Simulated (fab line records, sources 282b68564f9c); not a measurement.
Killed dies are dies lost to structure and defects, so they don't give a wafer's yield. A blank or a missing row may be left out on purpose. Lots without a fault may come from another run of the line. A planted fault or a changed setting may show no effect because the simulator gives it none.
fab line records | flow rit_cmos
record lots=15 wafers=45 last_day=7
route steps=202 shown PWELL@47 M1@202
lots that met no fault: from a run of the same line without faults
start_h: hours from the record's first day to the start of the lot's first wafer shown | wait_h: hours since the lot's step before | " the same as in the row above | L1.1+2: a row that stands for several wafers | - no value, or no start given | * or withheld: withheld | < > ~ a bound
route shown NAME@n: a module of which the file shows steps, and the number in the route of the first | usual: mean/standard deviation of fault-free wafers | same: alike in all rows | chamber/n: place in a boat | sites: the reading at each site | _std_site: their standard deviation | _edge_site: outer sites' mean less inner sites' | radius_mm: how far each site lies from the wafer's centre | mask NAME#n: copy n | behind: the tool/chamber that last shaped the wafer | hold: why the lot was held/for how many hours/how that ended | device: the transistor (n, p or np) that didn't switch | end of line: the same wafers' tests at the end of the route | a step without rows: its recipe alone | killed: dies lost to structure and defects at the first sort, not the wafer's yield | map: a wafer's dies, x killed, . not, _ none there
set.NAME: the setting as run; set.NAME@STEP: as run at that earlier step | model.NAME: the simulator's own value behind a step, which no gauge read
steps of the route over a sample of lots; a table a step, a row a wafer
services: from which hour (start_h, from the record's first day; less than 0 if before it) a tool's chamber was out of use, for how many hours, and why
## steps
# step RIT_PWELL_IMPLANT_08
# recipe species=B energy_kev=170 dose_cm2=7e+13 tilt_deg=7
# usual dose_ions_cm2=7.002e+13/7.2e+10 faraday_current_uA=222/4.7
# columns lot.wafer tool chamber start_h wait_h dose_ions_cm2 faraday_current_uA
L174.2 implanter-01 0 23.18 0.2 7.001e+13 217
L174.3 " 0 " " 7.004e+13 216
L174.5 " 0 " " 6.995e+13 223
L175.4 implanter-01 0 31.60 0.2 6.995e+13 222
L175.5 " 0 " " 6.999e+13 218
L175.6 " 0 " " 7.003e+13 220
L176.2 implanter-04 0 32.87 0.2 6.996e+13 228
L176.5 " 0 " " 6.998e+13 219
L176.6 " 0 " " 7.001e+13 221
L177.1 implanter-01 0 37.63 0.2 7.006e+13 223
L177.4 " 0 " " 7.006e+13 227
L177.5 " 0 " " 7.003e+13 225
L180.2 implanter-02 0 52.48 0.2 9.925e+13 309
L180.4 " 0 " " 9.95e+13 311
L180.6 " 0 " " 9.943e+13 319
L185.1 implanter-02 0 77.32 0.2 9.939e+13 308
L185.4 " 0 " " 9.95e+13 324
L185.5 " 0 " " 9.941e+13 317
L186.1 implanter-02 0 82.42 0.2 9.949e+13 322
L186.3 " 0 " " 9.941e+13 306
L186.6 " 0 " " 9.934e+13 319
L188.1 implanter-04 0 93.03 0.2 6.994e+13 219
L188.3 " 0 " " 7.002e+13 217
L188.4 " 0 " " 6.994e+13 228
L189.2 implanter-04 0 99.90 0.2 7.001e+13 229
L189.3 " 0 " " 7e+13 223
L189.4 " 0 " " 7.003e+13 225
L190.2 implanter-04 0 104.18 0.2 7.001e+13 224
L190.5 " 0 " " 6.997e+13 226
L190.6 " 0 " " 7.008e+13 234
L191.1 implanter-04 0 109.03 0.2 6.998e+13 223
L191.5 " 0 " " 7.01e+13 219
L191.6 " 0 " " 6.998e+13 231
L192.1 implanter-04 0 112.79 0.2 7e+13 221
L192.2 " 0 " " 7.004e+13 229
L192.6 " 0 " " 6.997e+13 209
L194.2 implanter-01 0 122.34 0.2 7.009e+13 227
L194.4 " 0 " " 6.995e+13 225
L194.5 " 0 " " 7e+13 227
L196.2 implanter-04 0 133.92 0.2 6.995e+13 228
L196.4 " 0 " " 6.99e+13 225
L196.5 " 0 " " 7.005e+13 222
L197.3 implanter-04 0 139.51 0.2 6.997e+13 215
L197.5 " 0 " " 6.992e+13 223
L197.6 " 0 " " 6.996e+13 223
# step RIT_PWELL_TW_MEAS_10
# usual PWELL_TW=946/4.6
# columns lot.wafer tool chamber start_h wait_h PWELL_TW
L174.2 film_metro-01 - 23.49 0.1 943
L174.3 " - " " 944
L174.5 " - " " 939
L175.4 film_metro-01 - 31.88 0.1 947
L175.5 " - " " 939
L175.6 " - " " 947
L176.2 film_metro-01 - 33.18 0.1 943
L176.5 " - " " 945
L176.6 " - " " 943
L177.1 film_metro-01 - 37.96 0.1 949
L177.4 " - " " 941
L177.5 " - " " 946
L180.2 film_metro-01 - 52.79 0.1 1060
L180.4 " - " " 1057
L180.6 " - " " 1055
L185.1 film_metro-04 - 77.64 0.1 1068
L185.4 " - " " 1065
L185.5 " - " " 1073
L186.1 film_metro-01 - 82.75 0.1 1063
L186.3 " - " " 1063
L186.6 " - " " 1055
L188.1 film_metro-01 - 93.35 0.1 947
L188.3 " - " " 945
L188.4 " - " " 941
L189.2 film_metro-01 - 100.21 0.1 947
L189.3 " - " " 946
L189.4 " - " " 942
L190.2 film_metro-01 - 104.49 0.1 941
L190.5 " - " " 938
L190.6 " - " " 938
L191.1 film_metro-01 - 109.35 0.1 942
L191.5 " - " " 945
L191.6 " - " " 943
L192.1 film_metro-02 - 113.11 0.1 946
L192.2 " - " " 951
L192.6 " - " " 951
L194.2 film_metro-01 - 122.65 0.1 953
L194.4 " - " " 950
L194.5 " - " " 954
L196.2 film_metro-02 - 134.23 0.1 943
L196.4 " - " " 942
L196.5 " - " " 946
L197.3 film_metro-01 - 139.81 0.1 956
L197.5 " - " " 948
L197.6 " - " " 946
# step RIT_WELLDRIVE_RS_MEAS_02
# recipe thk_meas_gauge=four-point-probe
# usual PWELL_RS=429.3/1.4
# columns lot.wafer tool chamber start_h wait_h PWELL_RS[ohm/sq]
L174.2 film_metro-01 - 29.15 0.1 430.4
L174.3 " - " " 428.1
L174.5 " - " " 429.6
L175.4 film_metro-02 - 37.17 0.1 426.4
L175.5 " - " " 426.9
L175.6 " - " " 427.6
L176.2 film_metro-01 - 39.29 0.1 428.7
L176.5 " - " " 427.5
L176.6 " - " " 428.2
L177.1 film_metro-04 - 43.65 0.1 425.4
L177.4 " - " " 426.5
L177.5 " - " " 424.7
L180.2 film_metro-01 - 58.06 0.1 345.8
L180.4 " - " " 346.1
L180.6 " - " " 346.1
L185.1 film_metro-02 - 82.90 0.1 345.7
L185.4 " - " " 345.6
L185.5 " - " " 345.8
L186.1 film_metro-02 - 88.01 0.1 346.2
L186.3 " - " " 346.8
L186.6 " - " " 345.3
L188.1 film_metro-01 - 99.13 0.1 430.8
L188.3 " - " " 430.1
L188.4 " - " " 431.5
L189.2 film_metro-01 - 105.49 0.1 430.2
L189.3 " - " " 428.8
L189.4 " - " " 429.8
L190.2 film_metro-01 - 110.58 0.1 429.5
L190.5 " - " " 428.9
L190.6 " - " " 430.6
L191.1 film_metro-01 - 114.62 0.1 431.2
L191.5 " - " " 430.9
L191.6 " - " " 430.0
L192.1 film_metro-02 - 118.38 0.1 431.2
L192.2 " - " " 431.2
L192.6 " - " " 430.9
L194.2 film_metro-01 - 127.93 0.1 430.6
L194.4 " - " " 429.4
L194.5 " - " " 430.2
L196.2 film_metro-02 - 139.99 0.1 429.8
L196.4 " - " " 428.6
L196.5 " - " " 429.8
L197.3 film_metro-01 - 145.10 0.1 431.2
L197.5 " - " " 431.0
L197.6 " - " " 431.7
# step RIT_M1_PROBE_99
# usual killed_at_M0_to_M3=0.0/0.12 killed_at_contacts=0.0/0.22 killed_at_front_end=7/3.1 killed_dies=7/3.1 killed_open=3.5/2.2 killed_short=3.3/1.9
# same gross_dies=264 killed_at_M4_up=0 killed_at_back_side=0 killed_at_other=0
# columns lot.wafer tool chamber start_h wait_h killed_at_M0_to_M3 killed_at_contacts killed_at_front_end killed_dies killed_open killed_short
L174.2 prober-02 - 60.38 0.1 0 0 9 9 3 6
L174.3 prober-02 - 60.43 0.2 0 0 5 5 4 1
L174.5 prober-02 - 60.53 0.2 0 0 7 7 4 3
L175.4 prober-01 - 66.61 0.2 0 0 4 4 2 2
L175.5 prober-01 - 66.66 0.2 0 0 2 2 0 2
L175.6 prober-01 - 66.71 0.2 0 0 8 8 5 3
L176.2 prober-02 - 72.49 0.1 0 0 7 7 2 5
L176.5 prober-02 - 72.64 0.2 0 0 9 9 3 6
L176.6 prober-02 - 72.69 0.2 0 0 9 9 2 7
L177.1 prober-01 - 73.02 0.1 0 0 6 6 3 3
L177.4 prober-01 - 73.17 0.2 0 0 5 5 2 3
L177.5 prober-01 - 73.22 0.2 0 0 5 5 4 1
L180.2 prober-01 - 88.68 0.1 0 0 13 13 11 2
L180.4 prober-01 - 88.78 0.2 0 0 3 3 3 0
L180.6 prober-01 - 88.88 0.2 0 0 10 10 4 6
L185.1 prober-02 - 113.83 0.1 0 0 9 9 7 2
L185.4 prober-02 - 113.98 0.2 0 0 7 7 5 2
L185.5 prober-02 - 114.03 0.2 0 1 10 11 7 4
L186.1 prober-01 - 119.40 0.1 0 0 7 7 4 3
L186.3 prober-01 - 119.50 0.2 0 0 7 7 3 4
L186.6 prober-01 - 119.65 0.2 0 0 7 7 2 5
L188.1 prober-01 - 128.67 0.1 0 0 9 9 2 7
L188.3 prober-01 - 128.77 0.2 0 0 4 4 1 3
L188.4 prober-01 - 128.82 0.2 0 0 6 6 2 4
L189.2 prober-02 - 135.18 0.1 0 0 8 8 2 6
L189.3 prober-02 - 135.23 0.2 1 0 10 11 4 7
L189.4 prober-02 - 135.28 0.2 0 0 10 10 6 4
L190.2 prober-01 - 138.85 0.1 0 0 12 12 6 6
L190.5 prober-01 - 139.00 0.2 0 0 8 8 3 5
L190.6 prober-01 - 139.05 0.2 0 0 6 6 3 3
L191.1 prober-02 - 143.36 0.1 0 0 12 12 5 7
L191.5 prober-02 - 143.56 0.2 0 0 3 3 2 1
L191.6 prober-02 - 143.61 0.2 0 0 8 8 1 7
L192.1 prober-01 - 146.64 0.1 0 0 1 1 0 1
L192.2 prober-01 - 146.69 0.1 0 0 4 4 3 1
L192.6 prober-01 - 146.89 0.2 0 0 10 10 5 5
L194.2 prober-01 - 158.57 0.1 0 0 11 11 9 2
L194.4 prober-01 - 158.67 0.2 0 0 9 9 3 6
L194.5 prober-01 - 158.72 0.2 0 0 12 12 8 4
L196.2 prober-01 - 169.13 0.1 0 0 6 6 4 2
L196.4 prober-01 - 169.23 0.2 0 0 6 6 2 4
L196.5 prober-01 - 169.28 0.2 0 0 4 4 1 3
L197.3 prober-01 - 173.65 0.2 0 0 8 8 4 4
L197.5 prober-01 - 173.75 0.2 0 0 6 6 3 3
L197.6 prober-01 - 173.80 0.2 0 0 3 3 2 1
# killed by level:class
L174.2 GATE:geometric_particle:short=2 GATE:geometric_particle:open=2 SILICIDE:geometric_particle:short=2 FOX2:geometric_particle:short=1 REOX:geometric_particle:short=1 SILICIDE:geometric_particle:open=1
L174.3 SILICIDE:geometric_particle:open=3 GATE:geometric_particle:open=1 SILICIDE:geometric_particle:short=1
L174.5 GATE:geometric_particle:open=3 GATE:geometric_particle:short=2 SILICIDE:geometric_particle:open=1 SILICIDE:geometric_particle:short=1
L175.4 GATE:geometric_particle:open=2 GATE:geometric_particle:short=2
L175.5 GATE:geometric_particle:short=2
L175.6 FOX1:geometric_particle:short=2 GATE:geometric_particle:open=2 FOX1:geometric_particle:open=1 FOX2:geometric_particle:open=1 GATE:geometric_particle:short=1 SPACER:geometric_particle:open=1
L176.2 SILICIDE:geometric_particle:short=3 FOX1:geometric_particle:short=1 GATE:geometric_particle:short=1 REOX:geometric_particle:open=1 SPACER:geometric_particle:open=1
L176.5 FOX1:geometric_particle:open=2 FOX1:geometric_particle:short=2 GATE:geometric_particle:short=2 ACTIVE:geometric_particle:short=1 GATE:geometric_particle:open=1 REOX:geometric_particle:short=1
L176.6 SILICIDE:geometric_particle:short=3 FOX1:geometric_particle:short=2 FOX1:geometric_particle:open=1 GATE:geometric_particle:open=1 GATE:geometric_particle:short=1 REOX:geometric_particle:short=1
L177.1 FOX1:geometric_particle:open=2 FOX1:geometric_particle:short=1 GATE:geometric_particle:short=1 GATE:geometric_particle:open=1 REOX:geometric_particle:short=1
L177.4 FOX1:geometric_particle:short=1 REOX:geometric_particle:open=1 SPACER:geometric_particle:short=1 SPACER:geometric_particle:open=1 SILICIDE:geometric_particle:short=1
L177.5 GATE:geometric_particle:open=2 FOX1:geometric_particle:open=1 GATE:geometric_particle:short=1 SPACER:geometric_particle:open=1
L180.2 GATE:geometric_particle:open=6 FOX2:geometric_particle:open=2 SILICIDE:geometric_particle:short=2 FOX1:geometric_particle:open=1 REOX:geometric_particle:open=1 SILICIDE:geometric_particle:open=1
L180.4 ACTIVE:geometric_particle:open=1 GATE:geometric_particle:open=1 SILICIDE:geometric_particle:open=1
L180.6 GATE:geometric_particle:short=4 FOX2:geometric_particle:open=2 GATE:geometric_particle:open=2 FOX1:geometric_particle:short=1 SPACER:geometric_particle:short=1
L185.1 GATE:geometric_particle:open=6 FOX1:geometric_particle:short=1 GATE:geometric_particle:short=1 SILICIDE:geometric_particle:open=1
L185.4 GATE:geometric_particle:open=3 FOX1:geometric_particle:short=1 FOX2:geometric_particle:open=1 GATE:geometric_particle:short=1 SPACER:geometric_particle:open=1
L185.5 GATE:geometric_particle:open=3 GATE:geometric_particle:short=2 SILICIDE:geometric_particle:short=2 FOX2:geometric_particle:open=1 REOX:geometric_particle:open=1 SILICIDE:geometric_particle:open=1 CONTACT:geometric_particle:open=1
L186.1 FOX1:geometric_particle:open=3 ACTIVE:geometric_particle:short=1 FOX2:geometric_particle:short=1 SPACER:geometric_particle:open=1 SILICIDE:geometric_particle:short=1
L186.3 FOX1:geometric_particle:short=2 GATE:geometric_particle:short=2 FOX1:geometric_particle:open=1 REOX:geometric_particle:open=1 SILICIDE:geometric_particle:open=1
L186.6 FOX1:geometric_particle:open=1 FOX1:geometric_particle:short=1 FOX2:geometric_particle:short=1 REOX:geometric_particle:short=1 SPACER:geometric_particle:open=1 SPACER:geometric_particle:short=1 SILICIDE:geometric_particle:short=1
L188.1 SPACER:geometric_particle:short=4 GATE:geometric_particle:short=2 FOX1:geometric_particle:open=1 REOX:geometric_particle:open=1 SILICIDE:geometric_particle:short=1
L188.3 FOX1:geometric_particle:short=1 GATE:geometric_particle:open=1 GATE:geometric_particle:short=1 SILICIDE:geometric_particle:short=1
L188.4 FOX1:geometric_particle:short=2 GATE:geometric_particle:short=2 SPACER:geometric_particle:open=1 SILICIDE:geometric_particle:open=1
L189.2 GATE:geometric_particle:short=2 FOX1:geometric_particle:open=1 FOX1:geometric_particle:short=1 GATE:geometric_particle:open=1 REOX:geometric_particle:short=1 SPACER:geometric_particle:short=1 SILICIDE:geometric_particle:short=1
L189.3 GATE:geometric_particle:short=4 GATE:geometric_particle:open=2 FOX1:geometric_particle:short=1 FOX1:geometric_particle:open=1 FOX2:geometric_particle:short=1 SPACER:geometric_particle:open=1 M1:geometric_particle:short=1
L189.4 GATE:geometric_particle:short=2 GATE:geometric_particle:open=2 REOX:geometric_particle:open=2 FOX1:geometric_particle:open=1 FOX1:geometric_particle:short=1 SPACER:geometric_particle:short=1 SPACER:geometric_particle:open=1
L190.2 GATE:geometric_particle:open=4 REOX:geometric_particle:short=3 GATE:geometric_particle:short=2 REOX:geometric_particle:open=2 SILICIDE:geometric_particle:short=1
L190.5 SPACER:geometric_particle:short=3 GATE:geometric_particle:open=2 GATE:geometric_particle:short=1 REOX:geometric_particle:short=1 SPACER:geometric_particle:open=1
L190.6 GATE:geometric_particle:short=3 SPACER:geometric_particle:open=3
L191.1 REOX:geometric_particle:short=4 GATE:geometric_particle:short=3 SILICIDE:geometric_particle:open=2 FOX1:geometric_particle:open=1 FOX2:geometric_particle:open=1 REOX:geometric_particle:open=1
L191.5 GATE:geometric_particle:open=2 REOX:geometric_particle:short=1
L191.6 GATE:geometric_particle:short=5 FOX1:geometric_particle:short=1 SILICIDE:geometric_particle:short=1 SILICIDE:geometric_particle:open=1
L192.1 FOX1:geometric_particle:short=1
L192.2 GATE:geometric_particle:open=2 FOX1:geometric_particle:short=1 REOX:geometric_particle:open=1
L192.6 SPACER:geometric_particle:short=3 GATE:geometric_particle:open=2 SPACER:geometric_particle:open=2 FOX2:geometric_particle:open=1 GATE:geometric_particle:short=1 REOX:geometric_particle:short=1
L194.2 GATE:geometric_particle:open=3 SILICIDE:geometric_particle:open=3 FOX2:geometric_particle:open=2 FOX2:geometric_particle:short=1 SPACER:geometric_particle:open=1 SILICIDE:geometric_particle:short=1
L194.4 SILICIDE:geometric_particle:short=4 FOX2:geometric_particle:open=1 GATE:geometric_particle:open=1 GATE:geometric_particle:short=1 SPACER:geometric_particle:short=1 SILICIDE:geometric_particle:open=1
L194.5 SILICIDE:geometric_particle:open=4 FOX1:geometric_particle:open=2 FOX2:geometric_particle:short=2 FOX2:geometric_particle:open=1 REOX:geometric_particle:open=1 REOX:geometric_particle:short=1 SILICIDE:geometric_particle:short=1
L196.2 REOX:geometric_particle:open=4 GATE:geometric_particle:short=1 REOX:geometric_particle:short=1
L196.4 GATE:geometric_particle:short=2 FOX1:geometric_particle:open=1 FOX2:geometric_particle:short=1 GATE:geometric_particle:open=1 SPACER:geometric_particle:short=1
L196.5 SILICIDE:geometric_particle:short=2 FOX1:geometric_particle:open=1 REOX:geometric_particle:short=1
L197.3 GATE:geometric_particle:short=3 REOX:geometric_particle:open=2 FOX2:geometric_particle:short=1 GATE:geometric_particle:open=1 SILICIDE:geometric_particle:open=1
L197.5 FOX1:geometric_particle:open=2 FOX1:geometric_particle:short=1 GATE:geometric_particle:short=1 GATE:geometric_particle:open=1 REOX:geometric_particle:short=1
L197.6 FOX1:geometric_particle:open=1 FOX2:geometric_particle:open=1 SILICIDE:geometric_particle:short=1
## services
# columns tool chamber start_h hours kind
implanter-01 - 7.11 3.5 repair
implanter-02 - 22.78 11.7 repair
implanter-04 - 36.00 7.4 repair
implanter-01 - 38.01 2.9 repair
implanter-01 - 108.82 1.0 repair
implanter-01 - 113.45 3.3 repair
implanter-04 - 117.52 5.8 repair
implanter-01 - 124.49 5.1 repair
## key
first_sign step=RIT_PWELL_IMPLANT_08 reading=dose_ions_cm2 direction=up sigmas=99+ usual=7.002e+13 struck=9.941e+13
effect step=RIT_PWELL_IMPLANT_08 reading=faraday_current_uA direction=up sigmas=20 usual=222 struck=315
effect step=RIT_PWELL_TW_MEAS_10 reading=PWELL_TW direction=up sigmas=25 usual=946 struck=1062
effect step=RIT_WELLDRIVE_RS_MEAS_02 reading=PWELL_RS direction=down sigmas=58 usual=429.3 struck=345.9
met_at RIT_PWELL_IMPLANT_08
struck_lots L180,L185,L186
tester_left_out L180,L185,L186
fault kind=process_parameter_drift tool=implanter-02 chamber=- onset_h=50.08 steps=RIT_PWELL_IMPLANT_08 channel=dose_cm2 offset=2.94e+13 shape=step end_h=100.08 acts_in=these_recipes_only stated=7e+13
# tester_left_out: of these lots the tester's yield and bins aren't shown, on N5 and GAA mostly nor the transistor test; their killed dies are dies lost to structure and defects alone, not to doping, threshold or leakage, so they don't give the yield
